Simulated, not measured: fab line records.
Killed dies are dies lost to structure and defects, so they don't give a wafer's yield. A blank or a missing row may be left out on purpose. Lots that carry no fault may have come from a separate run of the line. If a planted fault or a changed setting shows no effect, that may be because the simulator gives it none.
fab line records -- flow berkeley_cmos170
[record] lots = 13, wafers = 39, last_day = 12
route steps=331 shown NWELL@27 PVT@123 GATE@140 PLDD@155
lots untouched by any fault: they come from a run of this same line in which no faults occurred
start_h: hours from the record's opening day to when the first of the lot's shown wafers began -- wait_h: time in hours since the lot's previous step -- " the same as in the row above -- L1.1+2: one row covering several wafers at once -- - either no value or no given start -- * or withheld: withheld -- < > ~ a bound
route shown NAME@n: a module of which the file shows steps, and the number in the route of the first -- usual: average and standard deviation across the fault-free wafers -- same: alike in all rows -- chamber/n: place in a boat -- sites: each site's reading -- _std_site: standard deviation of those values -- _edge_site: the outer-site mean with the inner-site mean subtracted -- radius_mm: how far each site lies from the wafer's centre -- mask NAME#n: copy n -- behind: tool/chamber where the wafer was last shaped -- hold: why the lot went on hold/how many hours it stayed there/how the hold came to an end -- device: which transistor (n, p or np) failed to switch -- end of line: the route-end tests of the same wafers -- a step without rows: its recipe alone -- killed: at the first sort, the dies lost to defects and structure; wafer yield is something else -- map: a wafer's dies, x killed, . not, _ none there
set.NAME: the setting as run; set.NAME@STEP: as run at that earlier step -- model.NAME: the simulator's own value behind a step, which no gauge read
the route's steps for a sample of lots (tables are steps, rows are wafers)
services: from which hour (start_h, from the record's first day; less than 0 if before it) a tool's chamber was out of use, for how many hours, and why
[[steps]]
[step UCB170_NWELL_ETCH_13]
[recipe] chemistry = CH3F/Ar/O2, target = Si3N4, stop_on = SiO2, CH3F_flow_sccm = 20, Ar_flow_sccm = 50, O2_flow_sccm = 7, pressure_mtorr = 50, rf_w = 450, target_depth_a = 2464, over_etch_frac = 0.1, time_s = 154
[usual] drypump_motor_current_A = 5.6/0.47, mfc_ar_sccm = 50.02/0.16, oes_product_au = 0.941/0.017, throttle_valve_pct = 8.01/0.12
lot.wafer,tool,chamber,start_h,wait_h,drypump_motor_current_A,mfc_ar_sccm,oes_product_au,rf_hours_counter_h,throttle_valve_pct
L406.3,rie_diel-03,1,29.85,0.0,5.3,49.95,0.948,144,7.98
L406.4,rie_diel-03,0,29.85,0.0,5.9,49.64,0.942,90,8.04
L406.5,rie_diel-03,0,29.85,0.0,5.9,49.97,0.929,-,8.02
L407.2,rie_diel-04,0,35.74,0.0,5.4,49.91,0.905,24,8.13
L407.5,rie_diel-04,0,35.74,0.0,5.4,49.92,0.917,-,8.14
L407.6,rie_diel-04,3,35.74,0.0,5.5,49.75,0.937,-,7.98
L409.1,rie_diel-04,1,42.52,0.0,6.3,50.00,0.943,165,8.02
L409.2,rie_diel-04,2,42.52,0.0,5.8,50.05,0.943,11,8.25
L409.4,rie_diel-04,3,42.52,0.0,5.5,49.98,0.934,13,7.99
L408.3,rie_diel-03,3,42.79,0.0,6.2,50.08,0.923,129,7.83
L408.5,rie_diel-03,2,42.79,0.0,5.5,49.85,0.956,-,7.99
L408.6,rie_diel-03,3,42.79,0.0,6.2,50.03,0.939,-,7.84
L418.2,rie_diel-03,1,91.47,0.0,5.2,50.25,0.957,148,7.97
L418.5,rie_diel-03,3,91.47,0.0,6.2,49.94,0.935,-,7.83
L418.6,rie_diel-03,0,91.47,0.0,5.9,49.95,0.933,-,8.02
L419.2,rie_diel-03,2,101.26,0.0,5.5,50.04,0.952,146,7.95
L419.5,rie_diel-03,3,101.26,0.0,6.2,50.01,0.921,-,7.83
L419.6,rie_diel-03,2,101.26,0.0,5.5,50.14,0.950,-,7.94
L421.1,rie_diel-02,0,109.65,0.0,4.7,49.59,0.941,3,7.94
L421.2,rie_diel-02,1,109.65,0.0,5.1,49.90,0.973,20,7.97
L421.3,rie_diel-02,2,109.65,0.0,5.2,50.05,0.972,148,7.89
L422.4,rie_diel-03,0,109.89,0.0,5.9,49.97,0.949,94,8.03
L422.5,rie_diel-03,0,109.89,0.0,5.9,50.08,0.942,-,8.02
L422.6,rie_diel-03,3,109.89,0.0,6.2,50.22,0.931,-,7.86
L424.1,rie_diel-02,1,120.83,0.0,5.1,49.72,0.975,21,7.95
L424.2,rie_diel-02,2,120.83,0.0,5.2,49.90,0.967,149,7.88
L424.3,rie_diel-02,0,120.83,0.0,4.7,50.24,0.935,3,7.97
L425.1,rie_diel-04,0,125.59,0.0,5.4,50.18,0.911,29,8.16
L425.2,rie_diel-04,2,125.59,0.0,5.8,50.30,0.953,16,8.25
L425.3,rie_diel-04,3,125.59,0.0,5.5,50.17,0.942,17,7.98
L426.3,rie_diel-02,3,131.31,0.0,6.3,49.72,0.942,51,7.93
L426.5,rie_diel-02,0,131.31,0.0,4.8,50.22,0.928,-,7.96
L426.6,rie_diel-02,3,131.31,0.0,6.3,50.01,0.940,-,7.94
L428.1,rie_diel-04,3,141.98,0.0,5.5,49.96,0.940,18,8.00
L428.3,rie_diel-04,0,141.98,0.0,5.4,50.15,0.914,29,8.15
L428.4,rie_diel-04,2,141.98,0.0,5.8,50.14,0.947,-,8.24
L429.1,rie_diel-04,1,151.30,0.0,6.3,50.17,0.907,1,8.03
L429.3,rie_diel-04,0,151.30,0.0,5.4,50.20,0.911,30,8.15
L429.6,rie_diel-04,0,151.30,0.0,5.4,50.25,0.894,-,8.16
[step UCB170_PVT_STRIP_08]
[recipe] chemistry = O2, power_w = 400, pressure_mtorr = 3500, platen_temp_c = withheld, o2_flow_sccm = 400, overash_fraction = 0.5
[usual] drypump_motor_current_A = 6.0/0.44, o2_flow_sccm = 399.9/1.2, oes_product_au = 0.734/0.0042, strip_time_to_endpoint_s = 21.67/0.064
lot.wafer,tool,chamber,start_h,wait_h,drypump_motor_current_A,o2_flow_sccm,oes_product_au,rf_hours_counter_h,strip_time_to_endpoint_s
L406.3,plasma_asher-04,1,115.96,0.1,6.4,401.9,0.735,-,21.75
L406.4,plasma_asher-04,0,115.96,0.1,5.3,399.9,0.733,-,21.81
L406.5,plasma_asher-04,1,115.96,0.1,6.5,399.9,0.733,-,21.73
L407.2,plasma_asher-04,1,116.20,0.1,6.5,398.7,0.731,43,21.64
L407.5,plasma_asher-04,0,116.20,0.1,5.3,399.2,0.731,-,21.58
L407.6,plasma_asher-04,1,116.20,0.1,6.4,399.7,0.730,-,21.70
L408.3,plasma_asher-03,0,122.79,0.1,6.3,398.9,0.738,-,21.64
L408.5,plasma_asher-03,1,122.79,0.1,5.5,397.1,0.736,-,21.66
L408.6,plasma_asher-03,0,122.79,0.1,6.3,398.1,0.734,-,21.72
L409.1,plasma_asher-04,0,123.16,0.1,5.3,401.1,0.730,44,21.76
L409.2,plasma_asher-04,1,123.16,0.1,6.4,399.4,0.735,44,21.77
L409.4,plasma_asher-04,1,123.16,0.1,6.4,398.6,0.741,-,21.76
L418.2,plasma_asher-01,0,176.44,0.1,6.1,397.8,0.732,48,21.63
L418.5,plasma_asher-01,1,176.44,0.1,6.3,400.7,0.734,-,21.65
L418.6,plasma_asher-01,0,176.44,0.1,6.1,400.4,0.732,-,21.65
L419.2,plasma_asher-03,0,184.13,0.1,6.3,400.0,0.731,6,21.56
L419.5,plasma_asher-03,1,184.13,0.1,5.5,401.3,0.740,-,21.64
L419.6,plasma_asher-03,0,184.13,0.1,6.3,401.0,0.735,-,21.61
L421.1,plasma_asher-01,1,194.61,0.1,6.3,400.8,0.736,50,21.70
L421.2,plasma_asher-01,0,194.61,0.1,6.2,399.2,0.734,50,21.71
L421.3,plasma_asher-01,1,194.61,0.1,6.3,403.1,0.740,-,21.71
L422.4,plasma_asher-03,0,194.92,0.1,6.3,399.7,0.735,-,21.74
L422.5,plasma_asher-03,0,194.92,0.1,6.3,401.2,0.736,-,21.68
L422.6,plasma_asher-03,1,194.92,0.1,5.5,398.7,0.736,-,21.71
L424.1,plasma_asher-03,1,203.76,0.1,5.5,400.2,0.732,8,21.67
L424.2,plasma_asher-03,0,203.76,0.1,6.3,401.4,0.728,8,21.70
L424.3,plasma_asher-03,0,203.76,0.1,6.3,400.1,0.732,-,21.68
L425.1,plasma_asher-01,0,218.84,0.1,6.1,399.7,0.729,53,21.69
L425.2,plasma_asher-01,1,218.84,0.1,6.3,397.9,0.738,53,21.59
L425.3,plasma_asher-01,1,218.84,0.1,6.3,398.5,0.744,-,21.62
L426.3,plasma_asher-01,1,223.56,0.1,6.3,399.9,0.733,-,21.64
L426.5,plasma_asher-01,1,223.56,0.1,6.3,399.6,0.737,-,21.67
L426.6,plasma_asher-01,0,223.56,0.1,6.1,400.2,0.731,-,21.54
L428.1,plasma_asher-01,0,228.95,0.1,6.2,399.0,0.730,54,21.82
L428.3,plasma_asher-01,1,228.95,0.1,6.3,402.5,0.726,-,21.78
L428.4,plasma_asher-01,0,228.95,0.1,6.1,400.0,0.729,-,21.79
L429.1,plasma_asher-03,0,240.06,0.1,6.3,399.1,0.732,12,21.72
L429.3,plasma_asher-03,0,240.06,0.1,6.3,398.8,0.736,-,21.73
L429.6,plasma_asher-03,1,240.06,0.1,5.5,400.4,0.725,-,21.66
[step UCB170_GATE_ETCH_14]
[recipe] chemistry = N2/H2, target_depth_a = withheld, overetch_a = withheld, target = BARC, time_s = withheld, source_w = 500, bias_w = 100, pressure_mtorr = 30, n2_flow_sccm = 100, h2_flow_sccm = 200
[usual] bias_w = 99.99/0.28, drypump_motor_current_A = 5.7/0.54, oes_product_au = 0.999/0.021, throttle_valve_pct = 13.13/0.092
lot.wafer,tool,chamber,start_h,wait_h,bias_w,drypump_motor_current_A,oes_product_au,throttle_valve_pct
L407.2,rie_diel-02,0,128.42,0.0,100.36,4.7,0.991,13.14
L407.5,rie_diel-02,0,128.42,0.0,100.04,4.7,0.987,13.15
L407.6,rie_diel-02,3,128.42,0.0,99.81,6.2,0.989,13.09
L406.3,rie_diel-01,3,128.70,0.0,100.01,6.2,1.017,13.11
L406.4,rie_diel-01,3,128.70,0.0,99.91,6.2,1.027,13.09
L406.5,rie_diel-01,0,128.70,0.0,100.17,6.3,0.984,13.16
L409.1,rie_diel-03,3,136.56,0.0,100.00,6.2,0.971,12.93
L409.2,rie_diel-03,0,136.56,0.0,100.35,5.9,0.990,13.24
L409.4,rie_diel-03,2,136.56,0.0,100.13,5.5,0.997,13.24
L408.3,rie_diel-02,3,136.84,0.0,100.30,6.3,0.985,13.12
L408.5,rie_diel-02,0,136.84,0.0,99.99,4.7,0.990,13.14
L408.6,rie_diel-02,3,136.84,0.0,100.26,6.2,0.997,13.11
L418.2,rie_diel-01,0,191.89,0.0,100.21,6.3,0.981,13.14
L418.5,rie_diel-01,1,191.89,0.0,99.86,6.1,1.003,13.00
L418.6,rie_diel-01,0,191.89,0.0,100.38,6.3,0.997,13.15
L419.2,rie_diel-01,2,198.69,0.0,100.31,5.4,1.020,13.30
L419.5,rie_diel-01,3,198.69,0.0,99.85,6.2,1.357,13.11
L419.6,rie_diel-01,0,198.69,0.0,100.04,6.4,0.991,13.15
L422.4,rie_diel-02,3,207.34,0.0,99.69,6.3,0.992,13.10
L422.5,rie_diel-02,3,207.34,0.0,100.14,6.3,0.984,13.09
L422.6,rie_diel-02,0,207.34,0.0,100.41,4.7,0.976,13.13
L421.1,rie_diel-03,0,207.58,0.0,99.69,5.9,0.998,13.22
L421.2,rie_diel-03,3,207.58,0.0,99.80,6.2,0.960,12.93
L421.3,rie_diel-03,1,207.58,0.0,99.70,5.3,1.024,13.17
L424.1,rie_diel-03,2,220.60,0.0,99.73,5.5,1.003,13.21
L424.2,rie_diel-03,1,220.60,0.0,100.27,5.3,1.046,13.17
L424.3,rie_diel-03,0,220.60,0.0,99.76,5.9,1.006,13.24
L425.1,rie_diel-02,3,231.88,0.0,100.21,6.2,1.002,13.09
L425.2,rie_diel-02,0,231.88,0.0,100.32,4.8,0.989,13.12
L425.3,rie_diel-02,1,231.88,0.0,99.74,5.1,1.024,13.14
L426.3,rie_diel-03,2,234.01,0.0,99.64,5.5,1.001,13.19
L426.5,rie_diel-03,0,234.01,0.0,99.69,5.9,1.006,13.23
L426.6,rie_diel-03,3,234.01,0.0,100.13,6.2,0.979,12.93
L428.1,rie_diel-03,3,238.64,0.0,99.74,6.3,0.969,12.94
L428.3,rie_diel-03,1,238.64,0.0,99.93,5.3,1.017,13.17
L428.4,rie_diel-03,0,238.64,0.0,100.30,5.9,0.997,13.24
L429.1,rie_diel-03,0,253.04,0.0,99.98,5.9,0.994,13.24
L429.3,rie_diel-03,2,253.04,0.0,99.92,5.5,0.991,13.19
L429.6,rie_diel-03,2,253.04,0.0,100.46,5.5,0.991,13.18
[step UCB170_GATE_CD_MEAS_90]
[recipe] target_cd_nm = 350
[usual] cd_nm = 349.9/1.6
lot.wafer,tool,chamber,start_h,wait_h,cd_nm
L407.2,cd_sem-01,-,128.63,0.1,351.1
L407.5,cd_sem-01,-,128.63,0.1,350.7
L407.6,cd_sem-01,-,128.63,0.1,349.8
L406.3,cd_sem-01,-,128.93,0.1,348.6
L406.4,cd_sem-01,-,128.93,0.1,348.1
L406.5,cd_sem-01,-,128.93,0.1,350.1
L409.1,cd_sem-02,-,136.80,0.1,351.6
L409.2,cd_sem-02,-,136.80,0.1,351.5
L409.4,cd_sem-02,-,136.80,0.1,351.3
L408.3,cd_sem-02,-,137.07,0.1,352.0
L408.5,cd_sem-02,-,137.07,0.1,352.3
L408.6,cd_sem-02,-,137.07,0.1,351.4
L418.2,cd_sem-01,-,192.10,0.1,349.1
L418.5,cd_sem-01,-,192.10,0.1,350.0
L418.6,cd_sem-01,-,192.10,0.1,348.8
L419.2,cd_sem-02,-,198.90,0.1,350.3
L419.5,cd_sem-02,-,198.90,0.1,345.1
L419.6,cd_sem-02,-,198.90,0.1,348.2
L422.4,cd_sem-02,-,207.59,0.1,349.3
L422.5,cd_sem-02,-,207.59,0.1,347.9
L422.6,cd_sem-02,-,207.59,0.1,349.0
L421.1,cd_sem-01,-,207.77,0.1,352.0
L421.2,cd_sem-01,-,207.77,0.1,352.3
L421.3,cd_sem-01,-,207.77,0.1,351.4
L424.1,cd_sem-01,-,220.79,0.1,350.0
L424.2,cd_sem-01,-,220.79,0.1,349.3
L424.3,cd_sem-01,-,220.79,0.1,349.8
L425.1,cd_sem-01,-,232.09,0.1,347.9
L425.2,cd_sem-01,-,232.09,0.1,347.9
L425.3,cd_sem-01,-,232.09,0.1,349.3
L426.3,cd_sem-02,-,234.24,0.1,349.8
L426.5,cd_sem-02,-,234.24,0.1,347.8
L426.6,cd_sem-02,-,234.24,0.1,350.6
L428.1,cd_sem-01,-,238.83,0.1,351.5
L428.3,cd_sem-01,-,238.83,0.1,349.9
L428.4,cd_sem-01,-,238.83,0.1,351.2
L429.1,cd_sem-01,-,253.25,0.1,348.8
L429.3,cd_sem-01,-,253.25,0.1,349.5
L429.6,cd_sem-01,-,253.25,0.1,349.0
[step UCB170_PLDD_STRIP_10]
[recipe] chemistry = O2, power_w = 400, pressure_mtorr = 3500, platen_temp_c = withheld, o2_flow_sccm = 400, overash_fraction = 0.5
[usual] drypump_motor_current_A = 5.9/0.38, o2_flow_sccm = 400.1/1.2, oes_product_au = 0.734/0.0044, strip_time_to_endpoint_s = 21.63/0.054
lot.wafer,tool,chamber,start_h,wait_h,drypump_motor_current_A,o2_flow_sccm,oes_product_au,rf_hours_counter_h,strip_time_to_endpoint_s
L407.2,plasma_asher-01,1,130.33,0.1,6.3,403.4,0.733,44,21.71
L407.5,plasma_asher-01,1,130.33,0.1,6.3,401.8,0.723,-,21.69
L407.6,plasma_asher-01,0,130.33,0.1,6.1,399.9,0.734,-,21.73
L406.3,plasma_asher-02,1,130.71,0.1,5.5,399.9,0.731,-,21.65
L406.4,plasma_asher-02,0,130.71,0.1,5.8,402.1,0.732,-,21.62
L406.5,plasma_asher-02,0,130.71,0.1,5.8,401.0,0.733,-,21.59
L409.1,plasma_asher-01,1,138.53,0.1,6.3,401.0,0.738,45,21.58
L409.2,plasma_asher-01,0,138.53,0.1,6.1,399.9,0.734,45,21.65
L409.4,plasma_asher-01,0,138.53,0.1,6.1,401.0,0.739,-,21.63
L408.3,plasma_asher-04,0,138.83,0.1,5.3,401.0,0.732,-,21.60
L408.5,plasma_asher-04,1,138.83,0.1,6.4,399.0,0.735,-,21.62
L408.6,plasma_asher-04,0,138.83,0.1,5.3,400.5,0.728,-,21.62
L418.2,plasma_asher-02,1,194.07,0.1,5.4,400.7,0.745,38,21.56
L418.5,plasma_asher-02,0,194.07,0.1,5.8,399.1,0.726,-,21.58
L418.6,plasma_asher-02,1,194.07,0.1,5.4,399.9,0.737,-,21.59
L419.2,plasma_asher-02,1,200.60,0.1,5.4,400.7,0.732,39,21.56
L419.5,plasma_asher-02,1,200.60,0.1,5.5,398.8,0.739,-,21.57
L419.6,plasma_asher-02,0,200.60,0.1,5.8,401.4,0.733,-,21.63
L422.4,plasma_asher-02,0,209.22,0.1,5.8,402.1,0.739,-,21.69
L422.5,plasma_asher-02,1,209.22,0.1,5.5,398.7,0.742,-,21.61
L422.6,plasma_asher-02,0,209.22,0.1,5.8,400.8,0.733,-,21.68
L421.1,plasma_asher-01,0,209.48,0.1,6.1,399.3,0.731,52,21.62
L421.2,plasma_asher-01,1,209.48,0.1,6.3,400.6,0.734,52,21.71
L421.3,plasma_asher-01,0,209.48,0.1,6.1,397.6,0.732,-,21.62
L424.1,plasma_asher-04,0,223.08,0.1,5.3,397.6,0.739,55,21.59
L424.2,plasma_asher-04,1,223.08,0.1,6.5,400.0,0.728,55,21.62
L424.3,plasma_asher-04,0,223.08,0.1,5.3,399.6,0.738,-,21.65
L425.1,plasma_asher-01,1,236.73,0.1,6.3,400.4,0.736,55,21.67
L425.2,plasma_asher-01,0,236.73,0.1,6.1,398.0,0.732,55,21.61
L425.3,plasma_asher-01,0,236.73,0.1,6.1,398.7,0.729,-,21.71
L426.3,plasma_asher-01,1,237.16,0.1,6.3,400.2,0.735,-,21.61
L426.5,plasma_asher-01,0,237.16,0.1,6.1,398.7,0.726,-,21.58
L426.6,plasma_asher-01,1,237.16,0.1,6.3,401.5,0.735,-,21.56
L428.1,plasma_asher-01,1,240.72,0.1,6.3,398.8,0.736,55,21.63
L428.3,plasma_asher-01,1,240.72,0.1,6.3,400.7,0.734,-,21.67
L428.4,plasma_asher-01,0,240.72,0.1,6.1,401.7,0.728,-,21.68
L429.1,plasma_asher-01,0,254.84,0.1,6.1,401.5,0.732,57,21.59
L429.3,plasma_asher-01,0,254.84,0.1,6.1,399.4,0.734,-,21.57
L429.6,plasma_asher-01,1,254.84,0.1,6.3,400.0,0.735,-,21.59
[[services]]
tool,chamber,start_h,hours,kind
plasma_asher-01,-,8.20,2.8,pm
rie_diel-03,0,36.21,15.8,repair
plasma_asher-03,-,53.78,2.8,pm
rie_diel-03,-,54.94,0.5,repair
plasma_asher-04,-,55.00,4.0,repair
rie_diel-03,3,57.43,3.3,repair
rie_diel-02,0,60.56,1.4,repair
plasma_asher-04,-,66.64,2.8,pm
plasma_asher-02,-,67.20,1.6,repair
rie_diel-04,3,94.73,2.5,repair
plasma_asher-04,-,95.93,6.5,repair
rie_diel-01,-,96.86,14.6,pm
plasma_asher-03,-,108.75,9.0,pm
rie_diel-02,3,111.54,5.4,repair
rie_diel-01,-,112.93,2.9,repair
plasma_asher-02,-,113.90,3.8,repair
rie_diel-01,-,118.62,0.6,repair
rie_diel-04,1,136.93,12.5,repair
rie_diel-03,1,181.71,-,clean
rie_diel-04,-,196.82,0.4,repair
plasma_asher-03,-,224.22,1.3,repair
plasma_asher-02,-,234.05,2.1,repair
rie_diel-04,-,237.42,1.3,repair
plasma_asher-03,-,237.70,1.5,repair
[[key]]
[first_sign] step = UCB170_GATE_ETCH_14, reading = oes_product_au, direction = up, sigmas = 17, usual = 0.999, struck = 1.357
[effect] step = UCB170_GATE_CD_MEAS_90, reading = cd_nm, direction = down, sigmas = 3, usual = 349.9, struck = 345.1
met_at UCB170_GATE_ETCH_14
struck_lots L419
struck_wafers L419.5
tester_left_out L419
not_acting_at UCB170_NWELL_ETCH_13,UCB170_PVT_STRIP_08,UCB170_PLDD_STRIP_10
onset_between 128.70 198.69
[fault] kind = process_parameter_drift, tool = rie_diel-01, chamber = 3, onset_h = 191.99, steps = UCB170_GATE_ETCH_14, channel = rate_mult, offset = 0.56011, shape = step, end_h = 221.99
// tester_left_out: of these lots the tester's yield and bins aren't shown, on N5 and GAA mostly nor the transistor test; their killed dies are dies lost to structure and defects alone, not to doping, threshold or leakage, so they don't give the yield
